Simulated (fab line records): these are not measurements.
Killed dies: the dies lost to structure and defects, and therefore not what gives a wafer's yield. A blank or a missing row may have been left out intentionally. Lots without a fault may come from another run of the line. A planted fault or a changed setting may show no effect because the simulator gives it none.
Split-lot experiment -- flow rit_cmos -- 5 lots, 23 wafers read, on a route of 202 steps

## THE SPLIT ITSELF
At RIT_M1_METAL_ETCH_12 (etches Al in Cl2/BCl3, stops on SiO2, time 165 s, target depth 600 nm), the setting rf_w was moved away from the recipe's 250 W on 7 of the 23 wafers read, by +3.4% to +6.0%. This setting was run at the recipe's value on the other wafers.

Reading taken at the split's own step.

## THE READING
NOVOLAK_of_M1_COAT_04.thk_nm (the simulator's own value, which no gauge read), in nm, at RIT_M1_METAL_ETCH_12 (etches Al in Cl2/BCl3, stops on SiO2, time 165 s, target depth 600 nm). The file gives no usual value for it. Across the 16 wafers here that went through the recipe, the average is 807.8 nm and the standard deviation 4.7 nm.

wafer,"tool, chamber at the split","rf_w as run, W",against the recipe,"NOVOLAK_of_M1_COAT_04.thk_nm, nm",against lot-mates on the recipe
L074.1,"rie_metal-02, 1",250,recipe,799.4,-
L074.2,"rie_metal-02, 0",250,recipe,807,-
L074.4,"rie_metal-02, 0",250,recipe,806.4,-
L074.5,"rie_metal-02, 1",250,recipe,801.1,-
L074.6,"rie_metal-02, 0",250,recipe,807.7,-
L078.1,"rie_metal-03, 0",258.5,+3.4%,800.1,-6.2
L078.2,"rie_metal-03, 1",250,recipe,805,-
L078.3,"rie_metal-03, 1",258.5,+3.4%,799.1,-7.2
L078.5,"rie_metal-03, 1",258.5,+3.4%,792.7,-13.6
L078.6,"rie_metal-03, 0",250,recipe,807.7,-
L080.1,"rie_metal-02, 0",250,recipe,812.4,-
L080.2,"rie_metal-02, 1",265.1,+6.0%,786.4,-21.1
L080.3,"rie_metal-02, 1",250,recipe,802,-
L080.5,"rie_metal-02, 0",250,recipe,808.1,-
L080.6,"rie_metal-02, 1",265.1,+6.0%,784.2,-23.3
L081.3,"rie_metal-03, 1",250,recipe,811.1,-
L081.4,"rie_metal-03, 0",250,recipe,805.3,-
L081.6,"rie_metal-03, 0",250,recipe,807.2,-
L083.1,"rie_metal-02, 0",250,recipe,813.5,-
L083.2,"rie_metal-02, 1",264.4,+5.8%,789.5,-25.3
L083.3,"rie_metal-02, 0",250,recipe,815.4,-
L083.5,"rie_metal-02, 0",250,recipe,815.5,-
L083.6,"rie_metal-02, 1",264.4,+5.8%,791.3,-23.5

THE FIT
A straight line over all 23 wafers: NOVOLAK_of_M1_COAT_04.thk_nm changes by -3.34 nm for each +1% of rf_w; r = -0.88; the points scatter about the line by 4.4 nm.
The same after taking each lot's own level away (the mean of its wafers on the recipe; 23 wafers): -3.74 nm for each +1%; r = -0.94; scatter 3.3 nm.
That fit puts the effect of the largest move of rf_w on the reading at 23 nm.
The lots' own levels span 804.32 to 814.80 nm, that is 2.2 times the standard deviation above.
Hence the slope depends on the lot-to-lot level, as the two fits are not the same.
Check: -22.6 nm against its lot-mates is what the line predicts for one of the wafers moved furthest among these (+6.0%) when that wafer is left out of the fit. Against them it came out at -21.1 nm.

## FURTHER SPLITS ON THESE WAFERS
Other splits were also applied to these wafers ahead of the reading. Each is held against what the fit with the lots' levels taken away leaves over:
other split on the same wafers,wafers away from the commonest value,r with NOVOLAK_of_M1_COAT_04.thk_nm (lot level and that fit taken away)
RIT_CONTACT_CVD_00 time_s,10,+0.07
RIT_CONTACT_EXPOSE_05 dose_mj,7,+0.33
RIT_M1_SPUTTER_00 chamber_pressure_pa,10,+0.15
RIT_M1_SOFTBAKE_05 temp_c,6,-0.07

## FILE'S OWN FIT
NOVOLAK_of_M1_COAT_04.thk_nm changes by -3.77 nm for each +1% of rf_w, r = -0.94.
